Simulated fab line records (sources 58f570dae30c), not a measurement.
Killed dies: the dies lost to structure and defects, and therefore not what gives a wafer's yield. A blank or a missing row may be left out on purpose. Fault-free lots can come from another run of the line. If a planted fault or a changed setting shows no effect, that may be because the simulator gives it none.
Split-lot study + flow berkeleyCmos170 + route with 331 steps; 5 lots, 23 wafers read

## THE SPLIT ITSELF
At UCB170_M2_COAT_05 (resist thk 900 nm), the setting resistThkNm was moved away from the recipe's 900 nm on 7 of the 23 wafers read, by -3.1% to +4.2%. For the rest of the wafers, this setting stayed at what the recipe calls for.

The reading comes from the split's own step.

## THE READING
KrF_of_M2_COAT_05.thkNm (the simulator's own value, which no gauge read), in nm, at UCB170_M2_COAT_05 (resist thk 900 nm). The file does not state a usual value for it. The 16 wafers here that ran the recipe average 901.3 nm, standard deviation 1.8 nm.

| wafer  | tool, chamber at the split | resistThkNm as run, nm | against the recipe | KrF_of_M2_COAT_05.thkNm, nm | against lot-mates on the recipe |
|--------|----------------------------|------------------------|--------------------|-----------------------------|---------------------------------|
| L077.2 | lithoTrack-04, 0           | 900                    | recipe             | 903.3                       | -                               |
| L077.3 | lithoTrack-04, 0           | 900                    | recipe             | 899.7                       | -                               |
| L077.4 | lithoTrack-04, 0           | 872.1                  | -3.1%              | 873.3                       | -28.3                           |
| L077.5 | lithoTrack-04, 0           | 900                    | recipe             | 901.8                       | -                               |
| L077.6 | lithoTrack-04, 0           | 872.1                  | -3.1%              | 874.9                       | -26.7                           |
| L079.1 | lithoTrack-04, 0           | 879.3                  | -2.3%              | 878.9                       | -21.8                           |
| L079.2 | lithoTrack-04, 0           | 879.3                  | -2.3%              | 881.1                       | -19.6                           |
| L079.3 | lithoTrack-04, 0           | 900                    | recipe             | 900.5                       | -                               |
| L079.5 | lithoTrack-04, 0           | 879.3                  | -2.3%              | 879.3                       | -21.4                           |
| L079.6 | lithoTrack-04, 0           | 900                    | recipe             | 900.9                       | -                               |
| L080.1 | lithoTrack-04, 0           | 900                    | recipe             | 901.6                       | -                               |
| L080.5 | lithoTrack-04, 0           | 900                    | recipe             | 902.7                       | -                               |
| L080.6 | lithoTrack-04, 0           | 900                    | recipe             | 902.5                       | -                               |
| L085.1 | lithoTrack-03, 0           | 900                    | recipe             | 903.5                       | -                               |
| L085.2 | lithoTrack-03, 0           | 900                    | recipe             | 900.3                       | -                               |
| L085.4 | lithoTrack-03, 0           | 900                    | recipe             | 902.6                       | -                               |
| L085.5 | lithoTrack-03, 0           | 900                    | recipe             | 901.9                       | -                               |
| L085.6 | lithoTrack-03, 0           | 900                    | recipe             | 903.9                       | -                               |
| L083.1 | lithoTrack-03, 0           | 937.7                  | +4.2%              | 931.7                       | +33.3                           |
| L083.2 | lithoTrack-03, 0           | 937.7                  | +4.2%              | 933.2                       | +34.8                           |
| L083.4 | lithoTrack-03, 0           | 900                    | recipe             | 899.1                       | -                               |
| L083.5 | lithoTrack-03, 0           | 900                    | recipe             | 897.7                       | -                               |
| L083.6 | lithoTrack-03, 0           | 900                    | recipe             | 898.3                       | -                               |

THE FIT
A straight line over all 23 wafers: KrF_of_M2_COAT_05.thkNm changes by +8.18 nm for each +1% of resistThkNm; r = +0.99; the points scatter about the line by 2.1 nm.
The same after taking each lot's own level away (the mean of its wafers on the recipe; 23 wafers): +8.53 nm for each +1%; r = +1.00; scatter 1.2 nm.
Per that fit: largest resistThkNm move, reading shift of 36 nm.
Across the lots, their own levels run from 898.37 to 902.44 nm, a range of 2.2 times the standard deviation given above.
The two slopes agree, so the slope changes little with the lot-to-lot level.
Check: for one of the wafers moved furthest among these (+4.2%), held out of the fit, the line's prediction against its lot-mates is +36.3 nm. Against them it came out at +33.3 nm.

## OTHER SPLITS ON THESE WAFERS
Before the reading, these wafers also passed through other splits. Each is held against what the fit with the lots' levels taken away leaves over:
| other split on the same wafers      | wafers away from the commonest value | r with KrF_of_M2_COAT_05.thkNm (lot level and that fit taken away) |
|-------------------------------------|--------------------------------------|--------------------------------------------------------------------|
| UCB170_BACKSIDE_SOFTBAKE_02 tempC   | 8                                    | -0.40                                                              |
| UCB170_SILICIDE_SPUTTER_01 powerW   | 6                                    | -0.18                                                              |
| UCB170_CONTACT_CVD_01 pressureMtorr | 15                                   | -0.08                                                              |
| UCB170_M1_PEB_07 pebTempC           | 10                                   | -0.20                                                              |
| UCB170_M1_METAL_ETCH_12 icpW        | 11                                   | +0.33                                                              |

## THE WHOLE CHAIN: every reading that the file lists as answering this split, in the file's order
| step               | what it does      | reading                                                                  | change (the file's fit)              | r (the file's) |
|--------------------|-------------------|--------------------------------------------------------------------------|--------------------------------------|----------------|
| UCB170_M2_COAT_05  | resist thk 900 nm | KrF_of_M2_COAT_05.thkNm (the simulator's own value, which no gauge read) | +8.51 nm for each +1% of the setting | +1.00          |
| UCB170_M2_STRIP_07 | strips in O2      | stripTimeToEndpointS                                                     | withheld for each +1% of the setting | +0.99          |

## THE FILE'S OWN FIT
KrF_of_M2_COAT_05.thkNm changes by +8.51 nm for each +1% of resistThkNm, r = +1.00.
